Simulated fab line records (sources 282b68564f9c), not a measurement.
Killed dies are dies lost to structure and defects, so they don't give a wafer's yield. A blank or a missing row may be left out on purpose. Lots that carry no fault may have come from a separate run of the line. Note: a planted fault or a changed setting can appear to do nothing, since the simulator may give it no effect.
Struck lot and sound lot, side by side -- flow rit_cmos -- 30 out of 202 route steps
Sound: these wafers, L737.2, L737.4, L737.6. Struck: wafers L744.2, L744.3, L744.6. The cause is named last.
At each step with rows: each side's tool, then ch and its chambers, then its first start. Under that, the readings that differ: sound wafers -- struck wafers -- difference of the means -- sigmas: that difference in standard deviations of wafers without a fault.
alike: words and numbers the same on both sides, and readings whose means are apart by under 2 such deviations; not compared: readings that were withheld, readings missing a value for some wafer, numbers with overlapping values and no deviation given by the record, and bounds like >300 which may hide the same value.
The two part at a step that has a row with sigmas, a row that says differs or no value, or rows on one side only. When numbers do not overlap yet have no deviation, they are printed without sigmas and do not part them. Lack of a reading on every wafer of one side parts them only where that side has two or more wafers.

RIT_FOX2_THK_MEAS_01:
  sound on film_metro-02 at day 2 05:14; struck on film_metro-02 at day 3 16:53
reading,sound,struck,difference,sigmas
FOX2_OXIDE_THK (nm),351 356 353,341 340 339,-13,-2
then, 2 steps without rows for these wafers: RIT_FOX2_CLEAN_02 (cleans in dHF, time 180 s); RIT_FOX2_WET_ETCH_03 (etches Si3N4 in H3PO4, target depth 195 nm, time 2700 s).
RIT_FOX2_THK_MEAS_90:
  sound on film_metro-03 at day 2 06:16; struck on film_metro-01 at day 3 17:50
reading,sound,struck,difference,sigmas
FIELD_OXIDE_LEFT_1_THK (nm),324 328 325,314 313 312,-13,-2
then, 6 steps without rows for these wafers: RIT_NWELL_HMDS_00 (prime time 60 s); RIT_NWELL_COAT_01 (resist thk 1300 nm); RIT_NWELL_SOFTBAKE_02 (time 60 s); RIT_NWELL_EXPOSE_03 (exposes mask M2, target cd 43900 nm); RIT_NWELL_PEB_04; RIT_NWELL_DEVELOP_05 (develop time 68 s).
RIT_NWELL_OVL_MEAS_06:
  sound on overlay-02 at day 2 07:11; struck on overlay-01 at day 3 18:53
  alike: NWELL_OVL
then, 1 step without rows for these wafers: RIT_NWELL_HARDBAKE_07 (time 120 s).
RIT_NWELL_IMPLANT_08:
  sound on implanter-03 ch 0, day 2 07:30; struck on implanter-02 ch 0, day 3 19:11
reading,sound,struck,difference,sigmas
beam_on_s (s),10.24 10.37 10.03,10.86 11.35 11.17,+0.91,+4
end_station_pressure_torr (Torr),5.17e-06 4.72e-06 4.83e-06,4.975e-05 4.774e-05 5.244e-05,+4.507e-05,+99 or more
faraday_current_uA,154 153 158,147 142 143,-11,-3
RIT_NWELL_STRIP_09: strips in O2, time 180 s.
  sound on plasma_asher-03 ch 0, day 2 07:37; struck on plasma_asher-03 ch 0,1, day 3 19:19
  alike: chamber_pressure_mTorr, drypump_motor_current_A, rf_refl_power_W
  not compared: rf_hours_counter_h
RIT_NWELL_TW_MEAS_10:
  sound on film_metro-04 at day 2 07:49; struck on film_metro-02 at day 3 19:30
reading,sound,struck,difference,sigmas
NWELL_TW,2154 2148 2160,2204 2185 2199,+42,+3
then, 6 steps without rows for these wafers: RIT_PWELL_HMDS_00 (prime time 60 s); RIT_PWELL_COAT_01 (resist thk 1300 nm); RIT_PWELL_SOFTBAKE_02 (time 60 s); RIT_PWELL_EXPOSE_03 (exposes mask M3, target cd 43700 nm); RIT_PWELL_PEB_04; RIT_PWELL_DEVELOP_05 (develop time 68 s).
RIT_PWELL_OVL_MEAS_06:
  sound on overlay-01 at day 2 09:05; struck on overlay-02 at day 3 20:34
  alike: PWELL_OVL
then, 2 steps without rows for these wafers: RIT_PWELL_HARDBAKE_07 (time 120 s); RIT_PWELL_IMPLANT_08.
RIT_PWELL_STRIP_09: strips in O2, time 180 s.
  sound on plasma_asher-03 ch 1, day 2 09:31; struck on plasma_asher-03 ch 0,1, day 3 21:19
  alike: chamber_pressure_mTorr, drypump_motor_current_A, rf_refl_power_W
  not compared: rf_hours_counter_h
RIT_PWELL_TW_MEAS_10:
  sound on film_metro-03 at day 2 09:41; struck on film_metro-03 at day 3 21:29
  alike: PWELL_TW
then, 1 step without rows for these wafers: RIT_WELLDRIVE_ANNEAL_00 (time 14700 s).
RIT_WELLDRIVE_RS_MEAS_01: uses a four-point probe to measure.
  sound on film_metro-02 at day 2 14:50; struck on film_metro-03 at day 4 02:39
reading,sound,struck,difference,sigmas
NWELL_RS (ohm/sq),274.3 275.2 274.3,258.8 259.0 258.9,-15.7,-19
RIT_WELLDRIVE_RS_MEAS_02: uses a four-point probe to measure.
  sound on film_metro-02 at day 2 14:58; struck on film_metro-03 at day 4 02:46
  alike: PWELL_RS
RIT_M1_PROBE_99:
  sound on prober-01 at day 3 19:02; struck on prober-01 at day 5 07:26
reading,sound,struck,difference,sigmas
killed_at_front_end,14 14 6,8 4 3,-6,-2
killed_dies,14 14 6,8 4 3,-6,-2
killed_short,7 8 4,2 2 2,-4,-2
model.etest.nwell_pinched.rs_ohm_sq,338.8 340 342.3,319.6 314.2 317.7,-23.2,
model.etest.well_edge_left.line_ohm_um,182.2 183 182.2,171.8 169.6 170.8,-11.7,
model.etest.well_edge_right.line_ohm_um,183.2 181.8 179.6,169.9 171.3 170.8,-10.9,
model.etest.field_p.vt_v (V),-12.95 -12.95 -12.89,-12.97 -13.07 -13.06,-0.10,
model.etest.iso_nwell_nwell.bv_v (V),22.21 22.33 22.05,21.31 20.8 21.41,-1.02,
model.etest.diode_pplus_nwell.bv_v (V),6.708 6.692 6.741,6.491 6.391 6.488,-0.257,
model.etest.vpnp.gain,1.114 1.125 1.119,0.99 0.9673 0.9845,-0.14,
model.etest.diode_pplus_comb.cj_ff_um2,1.971 1.967 1.98,2.084 2.089 2.087,+0.114,
  alike: killed_at_contacts, killed_open

WHERE THEY PART
First at RIT_FOX2_THK_MEAS_01; last, within this record, at RIT_M1_PROBE_99.

WHY: whatever the simulator had introduced
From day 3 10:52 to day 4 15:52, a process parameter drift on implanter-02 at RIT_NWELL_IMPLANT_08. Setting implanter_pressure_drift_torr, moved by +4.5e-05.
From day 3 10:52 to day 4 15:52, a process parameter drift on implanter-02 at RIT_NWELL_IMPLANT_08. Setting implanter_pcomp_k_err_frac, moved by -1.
